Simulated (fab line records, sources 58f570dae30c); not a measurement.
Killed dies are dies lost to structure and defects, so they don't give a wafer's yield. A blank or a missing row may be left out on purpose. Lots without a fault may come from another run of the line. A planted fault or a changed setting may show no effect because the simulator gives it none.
Which tool did it? | flow berkeley_cmos170 | 14 lots, 42 wafers sampled, at 2 steps of a route of 331

WHAT THE GAUGES READ, wafer by wafer
UCB170_PFIELD_TW_MEAS_09.
lot  | measured    | on            | PFIELD_TW
L284 | day 4 08:43 | film_metro-03 | 597.0 597.8 598.4
L285 | day 4 21:50 | film_metro-04 | 597.9 598.9 597.8
L286 | day 5 14:57 | film_metro-04 | 599.8 601.5 599.8
L288 | day 5 15:16 | film_metro-03 | 598.3 598.8 600.1
L287 | day 5 15:56 | film_metro-04 | 599.7 599.8 598.9
L290 | day 6 04:40 | film_metro-04 | 601.2 598.8 597.1
L292 | day 6 22:34 | film_metro-03 | 599.8 596.0 600.5
L297 | day 7 17:50 | film_metro-04 | 547.8 550.7 547.8
L300 | day 8 14:03 | film_metro-03 | 600.2 599.7 600.9
L298 | day 8 14:20 | film_metro-03 | 548.6 552.2 550.1
L301 | day 8 21:03 | film_metro-03 | 599.3 597.9 601.4
L304 | day 9 04:22 | film_metro-03 | 604.7 606.2 603.5
L306 | day 9 15:21 | film_metro-04 | 598.1 598.9 598.6
L305 | day 9 15:37 | film_metro-03 | 604.0 605.3 602.3

WHICH TOOL RAN EACH LOT (tool, then ch and the chambers of the sampled wafers, then the start)
lot  | UCB170_PFIELD_IMPLANT_07
L284 | implanter-02 ch 0, day 4 08:28
L285 | implanter-04 ch 0, day 4 21:36
L286 | implanter-01 ch 0, day 5 14:43
L288 | implanter-02 ch 0, day 5 15:01
L287 | implanter-04 ch 0, day 5 15:42
L290 | implanter-04 ch 0, day 6 04:26
L292 | implanter-04 ch 0, day 6 22:21
L297 | implanter-02 ch 0, day 7 17:35
L300 | implanter-04 ch 0, day 8 13:48
L298 | implanter-02 ch 0, day 8 14:05
L301 | implanter-04 ch 0, day 8 20:48
L304 | implanter-01 ch 0, day 9 04:08
L306 | implanter-01 ch 0, day 9 15:06
L305 | implanter-04 ch 0, day 9 15:23
- UCB170_PFIELD_IMPLANT_07

WHAT THE TOOLS THEMSELVES READ (means of the sampled wafers that have a number; where no wafer has one, the mark that the record gives instead)
UCB170_PFIELD_IMPLANT_07.
lot  | tool         | dose_ions_cm2 | faraday_current_uA
L284 | implanter-02 | 2.0025e+13    | 63.1
L285 | implanter-04 | 1.9989e+13    | 63.9
L286 | implanter-01 | 2.0000e+13    | 63.3
L288 | implanter-02 | 2.0007e+13    | 64.2
L287 | implanter-04 | 2.0019e+13    | 61.6
L290 | implanter-04 | 1.9982e+13    | 63.3
L292 | implanter-04 | 2.0014e+13    | 63.9
L297 | implanter-02 | 1.5187e+13    | 49.7
L300 | implanter-04 | 1.9991e+13    | 62.8
L298 | implanter-02 | 1.5211e+13    | 48.4
L301 | implanter-04 | 1.9987e+13    | 63.3
L304 | implanter-01 | 2.0012e+13    | 62.8
L306 | implanter-01 | 2.0020e+13    | 63.2
L305 | implanter-04 | 1.9994e+13    | 63.5

THE ANSWER, worked out from the rows above alone
Rule: what is usual is taken from the lots themselves. Put in order of their means at a reading, lots are off if they are a third of the lots or fewer, leave a main group of 4 or more, and stand apart from it by a gap of 3 or more times the standard deviation of the main group's means; of several such gaps the widest counts. A main group whose means are all the same, to the digits that the tables above print for the reading, isn't used. A lot without any number at a reading at which 4 lots or more have one is off too. The other lots that the step has rows for count as sound. The gauges are gone through in route order, then the tools' own readings, and for those a lot's mean is taken as printed above. The first step at which some lot is off is used, and at that step the reading that is off furthest; a lot without a number counts as furthest.
Off: L297, L298, at UCB170_PFIELD_TW_MEAS_09 (PFIELD_TW). The main group: mean 600.0, standard deviation 2.1.
A tool fits if, at a process step before that reading, it ran every lot that is off, and no sound lot after the first of them. The gauges at UCB170_PFIELD_TW_MEAS_09 aren't tried: what is off there is off at UCB170_PFIELD_IMPLANT_07 too, on other tools, and a gauge's error can't cause that. One fits: implanter-02 at UCB170_PFIELD_IMPLANT_07. Its last sound lot is L288 (day 5 15:01), its first lot that is off L297 (day 7 17:35): a fault that began between those two fits.
The tool's own readings at UCB170_PFIELD_IMPLANT_07 bear it out: on the lots that are off they differ by more than 5 times the standard deviation of the sound lots' means. dose_ions_cm2 reads 1.5199e+13 there against 2.0003e+13 on the sound lots; faraday_current_uA reads 49.0 there against 63.2 on the sound lots.

WHAT THE SIMULATOR HAD PUT IN
Process parameter drift: implanter-02, from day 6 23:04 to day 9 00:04, at UCB170_PFIELD_IMPLANT_07. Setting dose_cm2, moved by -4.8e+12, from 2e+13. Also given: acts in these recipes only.
Lots struck among those shown: L297, L298. The rule above found the same.
